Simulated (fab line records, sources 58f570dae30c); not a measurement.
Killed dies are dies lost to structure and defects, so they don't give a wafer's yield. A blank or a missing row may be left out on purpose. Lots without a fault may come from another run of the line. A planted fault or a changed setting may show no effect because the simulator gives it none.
Tool commonality check | flow berkeley_cmos170 | 14 lots, 42 wafers sampled

WHY IT WAS OPENED
At UCB170_NLDD_TW_MEAS_11 the reading NLDD_TW is flagged on 2 of 14 lots. Wafers without a fault read 2222, standard deviation 27.
Rule: a lot is flagged when every wafer of it that has a number lies more than 4 standard deviations from that mean, or none has a number. The other lots count as sound.

lot  | measured     | on            | NLDD_TW, wafer by wafer | flag
L844 | day 8 00:02  | film_metro-01 | 2188 2190 2180          |
L842 | day 8 00:13  | film_metro-03 | 2212 2214 2212          |
L845 | day 8 00:20  | film_metro-04 | 2249 2245 2247          |
L846 | day 8 18:09  | film_metro-01 | 2182 2193 2178          |
L847 | day 8 18:20  | film_metro-03 | 2211 2223 2210          |
L848 | day 9 04:17  | film_metro-01 | 2197 2204 2201          |
L850 | day 9 12:22  | film_metro-04 | 2229 2234 2239          |
L851 | day 9 21:58  | film_metro-03 | 2224 2216 2218          |
L852 | day 9 22:16  | film_metro-04 | 2236 2242 2236          |
L856 | day 11 04:01 | film_metro-04 | 2392 2384 2394          | FLAGGED
L860 | day 11 20:19 | film_metro-04 | 2385 2383 2381          | FLAGGED
L862 | day 12 08:48 | film_metro-01 | 2192 2188 2204          |
L861 | day 12 08:51 | film_metro-04 | 2258 2251 2253          |
L864 | day 12 18:16 | film_metro-04 | 2233 2239 2244          |
The numbers of the flagged lots are 2386 on average: +164 against the usual, or +6 standard deviations.

WHICH TOOL RAN EACH LOT
The record holds 1 process step before the reading, out of a route of 331 steps. In each cell: the tool, then ch and the chambers that the sampled wafers went through, then the start.
lot  | flag    | UCB170_NLDD_IMPLANT_08
L844 |         | implanter-02 ch 0, day 7 23:40
L842 |         | implanter-03 ch 0, day 7 23:50
L845 |         | implanter-04 ch 0, day 7 23:56
L846 |         | implanter-03 ch 0, day 8 17:45
L847 |         | implanter-02 ch 0, day 8 17:56
L848 |         | implanter-04 ch 0, day 9 03:53
L850 |         | implanter-03 ch 0, day 9 11:58
L851 |         | implanter-04 ch 0, day 9 21:34
L852 |         | implanter-03 ch 0, day 9 21:53
L856 | FLAGGED | implanter-04 ch 0, day 11 03:37
L860 | FLAGGED | implanter-04 ch 0, day 11 19:55
L862 |         | implanter-02 ch 0, day 12 08:25
L861 |         | implanter-03 ch 0, day 12 08:28
L864 |         | implanter-02 ch 0, day 12 17:55
What these steps do:
- UCB170_NLDD_IMPLANT_08
- UCB170_NLDD_TW_MEAS_11

FLAGGED OVER TOTAL, TOOL BY TOOL (the gauges that took the reading come last)
step                   | tool          | lots run | flagged | share of the flagged lots | sound lots run after its first flagged lot
UCB170_NLDD_IMPLANT_08 | implanter-02  | 4        | 0       | none                      | -
UCB170_NLDD_IMPLANT_08 | implanter-03  | 5        | 0       | none                      | -
UCB170_NLDD_IMPLANT_08 | implanter-04  | 5        | 2       | all                       | 0
UCB170_NLDD_TW_MEAS_11 | film_metro-01 | 4        | 0       | none                      | -
UCB170_NLDD_TW_MEAS_11 | film_metro-03 | 3        | 0       | none                      | -
UCB170_NLDD_TW_MEAS_11 | film_metro-04 | 7        | 2       | all                       | 2 (L861,L864)

WHAT THE TABLE ALLOWS
2 rows of the table ran every flagged lot: implanter-04 at UCB170_NLDD_IMPLANT_08, film_metro-04 at UCB170_NLDD_TW_MEAS_11.
- implanter-04 at UCB170_NLDD_IMPLANT_08: 2 of its 5 lots flagged. Its last sound lot is L851 (day 9 21:34), its first flagged lot L856 (day 11 03:37): a fault that began between those two fits. Its own readings lie more than 4 standard deviations out on every wafer of the flagged lots: dose_ions_cm2, faraday_current_uA.
- film_metro-04 at UCB170_NLDD_TW_MEAS_11: 2 of its 7 lots flagged. Sound lots ran on it after the first flagged one (L861, L864), which a lasting fault on the whole tool wouldn't allow.
One tool is left: implanter-04 at UCB170_NLDD_IMPLANT_08.

WHAT THE SIMULATOR HAD PUT IN
Process parameter drift: implanter-04, from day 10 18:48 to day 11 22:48, at UCB170_NLDD_IMPLANT_08. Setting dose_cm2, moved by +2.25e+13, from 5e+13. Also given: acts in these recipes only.
Lots struck among those shown: L856, L860. The rule above found the same.
